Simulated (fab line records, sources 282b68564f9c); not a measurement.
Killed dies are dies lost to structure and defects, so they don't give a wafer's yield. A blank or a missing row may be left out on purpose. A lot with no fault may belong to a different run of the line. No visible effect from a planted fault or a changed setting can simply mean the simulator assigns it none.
fab line records | flow rit_cmos
[record] lots = 14 wafers = 42 last_day = 7
route steps=202 shown NLDD@111
lots that met no fault: taken from a fault-free run of the same line
start_h: hours from the record's opening day to when the first of the lot's shown wafers began | wait_h: hours since the lot's step before | " unchanged from the row above | L1.1+2: several wafers, shown together as one row | - value missing, or start not given | * or withheld: withheld | < > ~ a bound
route shown NAME@n: a module of which the file shows steps, and the number in the route of the first | usual: the fault-free wafers' mean and standard deviation | same: alike in all rows | chamber/n: place in a boat | sites: readings site by site | _std_site: their standard deviation | _edge_site: inner sites' mean taken away from outer sites' mean | radius_mm: how far each site lies from the wafer's centre | mask NAME#n: copy n | behind: the tool/chamber that last shaped the wafer | hold: why the lot was held/for how many hours/how that ended | device: whichever transistor did not switch (one of n, p or np) | end of line: the tests these same wafers got at the end of their route | for a step that has no rows: nothing shown but its recipe | killed: count of dies lost to structure and defects at first sort (not the wafer's yield) | map: per-die view of a wafer (x killed, . not killed, _ where there is no die)
set.NAME: the run value of the setting; set.NAME@STEP: its run value at that earlier step | model.NAME: the simulator's own value behind a step, which no gauge read
steps of the route over a sample of lots; a table a step, a row a wafer
services: from which hour (start_h, from the record's first day; less than 0 if before it) a tool's chamber was out of use, for how many hours, and why
[[steps]]
[step RIT_NLDD_IMPLANT_08]
[recipe] species = P energy_kev = 20 dose_cm2 = 5e+14 tilt_deg = 7
[usual] beam_energy_keV = 20.000/0.006
[same] implant_ion_amu = 31
// columns lot.wafer tool chamber start_h wait_h beam_energy_keV
L838.2 implanter-03 0 47.92 0.1 20.002
L838.3 " 0 " " 20.007
L838.6 " 0 " " 20.000
L839.3 implanter-03 0 53.40 0.1 19.993
L839.4 " 0 " " 19.991
L839.5 " 0 " " 19.991
L840.1 implanter-02 0 60.95 0.1 19.998
L840.3 " 0 " " 19.998
L840.4 " 0 " " 19.987
L841.2 implanter-03 0 65.33 0.1 19.999
L841.3 " 0 " " 20.004
L841.4 " 0 " " 20.001
L842.1 implanter-02 0 70.15 0.1 19.999
L842.3 " 0 " " 19.995
L842.5 " 0 " " 20.009
L847.1 implanter-02 0 90.86 0.1 26.000
L847.3 " 0 " " 26.006
L847.4 " 0 " " 26.008
L848.3 implanter-02 0 92.74 0.1 25.995
L848.5 " 0 " " 25.998
L848.6 " 0 " " 26.001
L850.2 implanter-03 0 102.90 0.1 19.998
L850.3 " 0 " " 19.997
L850.5 " 0 " " 20.002
L851.1 implanter-04 0 108.26 0.1 20.004
L851.2 " 0 " " 20.001
L851.6 " 0 " " 20.004
L855.4 implanter-04 0 127.80 0.1 20.002
L855.5 " 0 " " 20.002
L855.6 " 0 " " 20.002
L858.1 implanter-03 0 142.44 0.1 20.005
L858.3 " 0 " " 20.003
L858.6 " 0 " " 20.004
L859.1 implanter-03 0 145.65 0.1 20.002
L859.3 " 0 " " 20.007
L859.6 " 0 " " 19.998
L860.2 implanter-03 0 151.51 0.1 19.995
L860.5 " 0 " " 19.999
L860.6 " 0 " " 19.995
L861.1 implanter-04 0 156.16 0.1 20.008
L861.5 " 0 " " 20.006
L861.6 " 0 " " 20.001
[step RIT_NLDD_TW_MEAS_10]
[usual] NLDD_TW = 2498/29
// columns lot.wafer tool chamber start_h wait_h NLDD_TW
L838.2 film_metro-01 - 48.23 0.1 2486
L838.3 " - " " 2482
L838.6 " - " " 2485
L839.3 film_metro-02 - 53.69 0.1 2541
L839.4 " - " " 2535
L839.5 " - " " 2534
L840.1 film_metro-02 - 61.28 0.1 2530
L840.3 " - " " 2535
L840.4 " - " " 2527
L841.2 film_metro-03 - 65.64 0.1 2487
L841.3 " - " " 2493
L841.4 " - " " 2469
L842.1 film_metro-01 - 70.48 0.1 2466
L842.3 " - " " 2487
L842.5 " - " " 2485
L847.1 film_metro-03 - 91.18 0.1 2656
L847.3 " - " " 2642
L847.4 " - " " 2650
L848.3 film_metro-01 - 93.03 0.1 2672
L848.5 " - " " 2674
L848.6 " - " " 2675
L850.2 film_metro-01 - 103.21 0.1 2502
L850.3 " - " " 2491
L850.5 " - " " 2491
L851.1 film_metro-01 - 108.59 0.1 2493
L851.2 " - " " 2490
L851.6 " - " " 2491
L855.4 film_metro-02 - 128.08 0.1 2539
L855.5 " - " " 2535
L855.6 " - " " 2538
L858.1 film_metro-02 - 142.76 0.1 2530
L858.3 " - " " 2533
L858.6 " - " " 2542
L859.1 film_metro-02 - 145.98 0.1 2538
L859.3 " - " " 2534
L859.6 " - " " 2543
L860.2 film_metro-03 - 151.82 0.1 2476
L860.5 " - " " 2482
L860.6 " - " " 2476
L861.1 film_metro-01 - 156.48 0.1 2496
L861.5 " - " " 2507
L861.6 " - " " 2495
[step RIT_SDANNEAL_RS_MEAS_07]
[recipe] thk_meas_gauge = four-point-probe
[usual] NLDD_RS = 151.6/0.53
// columns lot.wafer tool chamber start_h wait_h NLDD_RS[ohm/sq]
L838.2 film_metro-01 - 56.10 0.1 150.3
L838.3 " - " " 150.6
L838.6 " - " " 150.6
L839.3 film_metro-01 - 61.95 0.1 151.8
L839.4 " - " " 151.9
L839.5 " - " " 152.3
L840.1 film_metro-02 - 69.49 0.1 151.4
L840.3 " - " " 151.4
L840.4 " - " " 151.5
L841.2 film_metro-03 - 74.24 0.1 150.3
L841.3 " - " " 151.1
L841.4 " - " " 151.0
L842.1 film_metro-02 - 79.00 0.1 152.0
L842.3 " - " " 151.7
L842.5 " - " " 152.1
L847.1 film_metro-03 - 99.36 0.1 147.3
L847.3 " - " " 147.7
L847.4 " - " " 147.6
L848.3 film_metro-01 - 100.84 0.1 146.7
L848.5 " - " " 146.6
L848.6 " - " " 146.3
L850.2 film_metro-03 - 111.23 0.1 152.5
L850.3 " - " " 152.3
L850.5 " - " " 152.6
L851.1 film_metro-01 - 116.56 0.1 151.9
L851.2 " - " " 152.5
L851.6 " - " " 152.4
L855.4 film_metro-01 - 135.85 0.1 151.1
L855.5 " - " " 151.5
L855.6 " - " " 151.3
L858.1 film_metro-01 - 150.38 0.1 151.7
L858.3 " - " " 151.2
L858.6 " - " " 151.4
L859.1 film_metro-02 - 153.98 0.1 151.6
L859.3 " - " " 151.6
L859.6 " - " " 151.6
L860.2 film_metro-03 - 159.71 0.1 151.0
L860.5 " - " " 151.5
L860.6 " - " " 151.6
L861.1 film_metro-02 - 164.63 0.1 151.2
L861.5 " - " " 150.9
L861.6 " - " " 151.5
[[services]]
// columns tool chamber start_h hours kind
implanter-04 - 59.87 5.8 repair
implanter-02 - 61.10 4.6 pm
implanter-04 - 100.21 4.5 repair
implanter-02 - 148.79 4.7 repair
[[key]]
[first_sign] step = RIT_NLDD_IMPLANT_08 reading = beam_energy_keV direction = up sigmas = 99+ usual = 20.000 struck = 26.001
[effect] step = RIT_NLDD_TW_MEAS_10 reading = NLDD_TW direction = up sigmas = 5.6 usual = 2498 struck = 2662
[effect] step = RIT_SDANNEAL_RS_MEAS_07 reading = NLDD_RS direction = down sigmas = 8.7 usual = 151.6 struck = 147.0
met_at RIT_NLDD_IMPLANT_08
struck_lots L847,L848
tester_left_out L847,L848
onset_between 70.15 90.86
[fault] kind = process_parameter_drift tool = implanter-02 chamber = - onset_h = 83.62 steps = RIT_NLDD_IMPLANT_08 channel = energy_kev offset = 6 shape = step end_h = 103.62 acts_in = these_recipes_only stated = 20
// tester_left_out: of these lots the tester's yield and bins aren't shown, on N5 and GAA mostly nor the transistor test; their killed dies are dies lost to structure and defects alone, not to doping, threshold or leakage, so they don't give the yield
